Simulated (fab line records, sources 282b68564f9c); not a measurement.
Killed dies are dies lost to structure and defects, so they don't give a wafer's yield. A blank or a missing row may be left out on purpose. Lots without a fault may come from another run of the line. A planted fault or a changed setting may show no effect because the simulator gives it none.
A struck lot beside a sound one | flow rit_cmos | 11 steps out of a route of 202
Sound: wafers L624.1, L624.2, L624.6. Struck: wafers L640.2, L640.5, L640.6. The cause comes at the end.
At each step with rows: each side's tool, then ch and its chambers, then its first start. Under that, the readings that differ: sound wafers | struck wafers | difference of the means | sigmas: that difference in standard deviations of wafers without a fault.
alike: readings whose means differ by less than 2 such deviations, and words and numbers that are the same on both sides. not compared: withheld readings, readings that some wafer has no value for, bounds like >300 that may hide the same value, and numbers for which the record gives no deviation and whose values overlap.
The two part at a step that has a row with sigmas, a row that says differs or no value, or rows on one side only. Numbers that don't overlap but have no deviation are shown without sigmas and don't part them. A reading that every wafer of one side lacks parts them only if that side has two wafers or more.

RIT_ACTIVE_BOW_MEAS_00:
  sound on film_metro-04, day 1 10:00; struck on film_metro-04, day 4 18:01
  alike: INCOMING_BOW
then, 1 step without rows for these wafers: RIT_ACTIVE_OXIDATION_01 (target thk 46.8 nm, ox time 3360 s).
RIT_ACTIVE_THK_MEAS_02:
  sound on film_metro-04, day 1 12:03; struck on film_metro-04, day 4 21:09
  alike: ACTIVE_OXIDE_THK
then, 1 step without rows for these wafers: RIT_ACTIVE_CVD_03 (deposits Si3N4 from SiH2Cl2/NH3, target thk 150 nm, time 1500 s).
RIT_ACTIVE_THK_MEAS_04:
  sound on film_metro-01, day 1 13:32; struck on film_metro-04, day 4 22:38
  reading                 | sound             | struck            | difference | sigmas
  ACTIVE_NITRIDE_THK (nm) | 146.3 146.4 147.0 | 149.7 151.5 150.7 | +4.1       | +2
then, 3 steps without rows for these wafers: RIT_ACTIVE_HMDS_05 (prime time 60 s); RIT_ACTIVE_COAT_06 (resist thk 1000 nm); RIT_ACTIVE_SOFTBAKE_07 (time 60 s).
RIT_ACTIVE_EXPOSE_08: exposes mask M1, target cd 1400 nm.
  sound on iline_stepper-02 ch 0, day 1 14:16; struck on iline_stepper-01 ch 0, day 4 23:16
  reading                        | sound                   | struck         | difference | sigmas
  model.ACTIVE.overlay_x_nm (nm) | -0.6219 -0.6219 -0.6219 | 5.19 5.19 5.19 | +5.81      |
  alike: mask, focus_offset_nm
then, 1 step without rows for these wafers: RIT_ACTIVE_PEB_09.
RIT_M1_PROBE_99:
  sound on prober-02, day 3 08:58; struck on prober-02, day 6 18:51
  alike: killed_at_M0_to_M3, killed_at_contacts, killed_at_front_end, killed_dies, killed_open, killed_short

WHERE THEY PART
Only at RIT_ACTIVE_THK_MEAS_04, within this record. Later steps at which nothing parts them and some readings are alike: RIT_ACTIVE_EXPOSE_08, RIT_M1_PROBE_99.

WHY: what the simulator had put in
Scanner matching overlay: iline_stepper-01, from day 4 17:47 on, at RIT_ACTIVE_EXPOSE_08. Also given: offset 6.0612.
